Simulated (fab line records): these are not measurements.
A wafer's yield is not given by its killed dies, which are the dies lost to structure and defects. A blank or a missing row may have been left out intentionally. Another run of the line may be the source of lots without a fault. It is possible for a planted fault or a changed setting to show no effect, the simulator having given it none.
The tool behind it: which one?	flow rit cmos	6 lots with 18 wafers sampled at 2 steps, on a route of 202 steps

## WHAT EACH GAUGE READ, for each wafer
RIT_GATE_CD_MEAS_16: target cd 150 nm.
lot	measured	on	cd nm (nm)
L726	day 2 19:18	cd sem-01	146.1 146.7 145.9
L729	day 3 09:47	cd sem-01	138.2 138.4 140.6
L739	day 5 16:04	cd sem-01	151.2 148.7 151.2
L742	day 6 06:44	cd sem-02	147.3 145.6 148.0
L744	day 6 13:50	cd sem-01	148.6 150.8 150.1
L746	day 7 00:41	cd sem-01	145.9 147.6 147.4

## WHAT TOOL EACH LOT RAN ON (gives the tool, then ch and the chambers of the sampled wafers, and finally the start)
lot	RIT_GATE_EXPOSE_13
L726	iline stepper-02 ch 0, day 2 18:54
L729	iline stepper-02 ch 0, day 3 09:22
L739	iline stepper-02 ch 0, day 5 15:40
L742	iline stepper-02 ch 0, day 6 06:20
L744	iline stepper-01 ch 0, day 6 13:26
L746	iline stepper-01 ch 0, day 7 00:16
- RIT_GATE_EXPOSE_13: exposes mask M6, target cd 150 nm.

## THE ANSWER, worked out from the rows above alone
Rule: the lots themselves supply what counts as usual. Put in order of their means at a reading, lots are off if they are a third of the lots or fewer, leave a main group of 4 or more, and stand apart from it by a gap of 3 or more times the standard deviation of the main group's means; of several such gaps the widest counts. A main group is skipped when, at the precision printed for the reading in the tables above, its means are all equal. A lot without any number at a reading at which 4 lots or more have one is off too. All remaining lots with rows at the step are treated as sound.
Off at RIT_GATE_CD_MEAS_16 (cd nm): L729. The main group has a mean of 148.1 nm with a standard deviation of 1.7.
If a tool, at a process step before that reading, ran all the lots that are off and no sound lot after the first of them, it fits. Those tools and the gauges at RIT_GATE_CD_MEAS_16 are tried in the same way. None of those tried fits.

## WHAT THE SIMULATOR HAD PUT IN
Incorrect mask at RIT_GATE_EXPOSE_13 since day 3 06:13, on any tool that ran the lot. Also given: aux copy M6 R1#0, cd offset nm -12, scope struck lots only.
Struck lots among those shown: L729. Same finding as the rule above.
